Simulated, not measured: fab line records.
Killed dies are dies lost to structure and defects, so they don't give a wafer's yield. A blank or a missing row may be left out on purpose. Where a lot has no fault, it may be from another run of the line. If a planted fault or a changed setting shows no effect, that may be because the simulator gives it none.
Struck lot and sound lot, side by side    flow berkeley cmos170    16 out of 331 route steps
Sound: the wafers L794.1, L794.5, L794.6. Wafers L781.1, L781.3, L781.4 were the ones struck. The cause is given at the end.
Each step with rows lists, per side, the tool, then ch with its chambers, then its first start. Under that, the readings that differ: sound wafers    struck wafers    difference of the means    sigmas: that difference in standard deviations of wafers without a fault.
alike: a reading whose means differ by less than 2 such deviations, as well as words and numbers matching on both sides. not compared: withheld readings; readings where some wafer has no value; bounds like >300 that might hide an equal value; numbers whose values overlap and for which the record gives no deviation.
A row with sigmas, a row that says differs or no value, or rows on one side alone: a step with any of these is where the two part. When numbers do not overlap yet have no deviation, they are printed without sigmas and do not part them. A reading missing from all wafers of one side parts the sides only when that side holds two or more wafers.

UCB170_SACOX_THK_MEAS_02:
  struck on film metro-01, day 8 08:58; sound on film metro-03, day 10 03:48
reading               sound              struck             difference  sigmas
SACOX_OXIDE_THK (nm)  14.75 14.90 14.91  14.38 14.31 14.33  -0.51       -2
then, 2 steps without rows for these wafers: UCB170_SCREENOX_WET_ETCH_00 (etches SiO2 in dHF, time 200 s); UCB170_SCREENOX_OXIDATION_01 (target thk 14.4 nm, ox time 2400 s).
UCB170_SCREENOX_THK_MEAS_02:
  struck on film metro-02, day 8 13:41; sound on film metro-01, day 10 10:19
  alike: SCREENOX_OXIDE_THK
then, 7 steps without rows for these wafers: UCB170_SCREENOX_ANNEAL_03 (time 900 s); UCB170_NVT_HMDS_00 (prime time 60 s); UCB170_NVT_COAT_01 (resist thk 900 nm); UCB170_NVT_SOFTBAKE_02 (time 60 s); UCB170_NVT_EXPOSE_03 (exposes mask PWELL, target cd 3000 nm); UCB170_NVT_PEB_04; UCB170_NVT_DEVELOP_05 (develop time 45 s).
UCB170_NVT_OVL_MEAS_06:
  struck on overlay-02, day 8 21:52; sound on overlay-02, day 10 17:46
  alike: NVT_OVL
UCB170_NVT_IMPLANT_07:
  sound on implanter-03 ch 0, day 10 17:48; struck on implanter-04 ch 0, day 8 21:56
reading             sound                          struck                         difference  sigmas
dose ions cm2       2.999e+12 2.999e+12 2.996e+12  4.261e+12 4.262e+12 4.255e+12  +1.261e+12  +99 or more
faraday current uA  10.11 9.58 9.59                12.82 13.44 13.73              +3.57       +19
UCB170_NVT_STRIP_08: strips in O2.
  sound on plasma asher-02 ch 0,1, day 10 17:57; struck on plasma asher-04 ch 0,1, day 8 22:05
  alike: drypump motor current A, oes product au, strip time to endpoint s
  not compared: rf hours counter h
UCB170_NVT_TW_MEAS_09:
  struck on film metro-04, day 8 22:28; sound on film metro-04, day 10 18:03
reading  sound        struck       difference  sigmas
NVT_TW   524 526 526  591 585 590  +63         +17
  not compared: hold
UCB170_M3_PROBE_99:
  sound wafers here have rows in the record (prober-01, day 13 18:25); struck ones have none

WHERE THEY PART
At UCB170_SACOX_THK_MEAS_02 first; at UCB170_M3_PROBE_99 last (within this record only).

WHY: the cause the simulator had injected
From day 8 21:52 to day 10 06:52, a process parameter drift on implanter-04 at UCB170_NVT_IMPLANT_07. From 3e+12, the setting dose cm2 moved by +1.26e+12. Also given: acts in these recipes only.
